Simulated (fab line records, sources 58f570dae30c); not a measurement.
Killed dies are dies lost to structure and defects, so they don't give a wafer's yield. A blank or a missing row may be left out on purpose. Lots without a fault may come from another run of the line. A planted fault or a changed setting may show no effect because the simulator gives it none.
Chamber matching | flow berkeley_cmos170 | UCB170_M3_ETCH_17 on rie_diel-03: 4 sister chambers
The step etches BARC in N2/H2. 7 wafers are shown with their chamber, then 7 later ones without.

WAFERS WITH THEIR CHAMBER
wafer  | chamber | throttle_valve_pct (%) | drypump_motor_current_A (A)
L673.2 | 0       | 13.52                  | 6.1
L673.5 | 2       | 13.25                  | 5.7
L677.3 | 3       | 13.66                  | 5.4
L677.4 | 1       | 13.19                  | 5.4
L677.5 | 0       | 13.52                  | 6.0
L679.2 | 1       | 13.19                  | 5.4
L679.3 | 3       | 13.65                  | 5.4

WAFERS WITHOUT THEIR CHAMBER
wafer  | throttle_valve_pct (%) | drypump_motor_current_A (A)
L679.6 | 13.25                  | 5.8
L687.2 | 13.63                  | 5.4
L687.5 | 13.50                  | 6.1
L687.6 | 13.66                  | 5.3
L689.1 | 13.26                  | 5.8
L689.2 | 13.50                  | 6.0
L689.6 | 13.52                  | 6.1

WHICH CHAMBER EACH WENT THROUGH
wafer  | from the rows above | in truth
L679.6 | 2                   | 2
L687.2 | 3                   | 3
L687.5 | 0                   | 0
L687.6 | 3                   | 3
L689.1 | 2                   | 2
L689.2 | 0                   | 0
L689.6 | 0                   | 0
Placed correctly: 7 of 7. Can't be placed from these rows: 0. Placed wrongly: 0.
How it was worked out, from the rows above alone: a wafer's distance from a chamber is the root of the sum, over the readings, of the square of ((its reading less the chamber's mean) divided by the reading's scatter). The wafer belongs to the nearest chamber; if the next one is less than 2 further off, it can't be placed. A chamber's mean is the mean of its shown wafers. The scatter: the root of (the sum of the squares of (reading less its chamber's mean) over the shown wafers, divided by (wafers less chambers)).
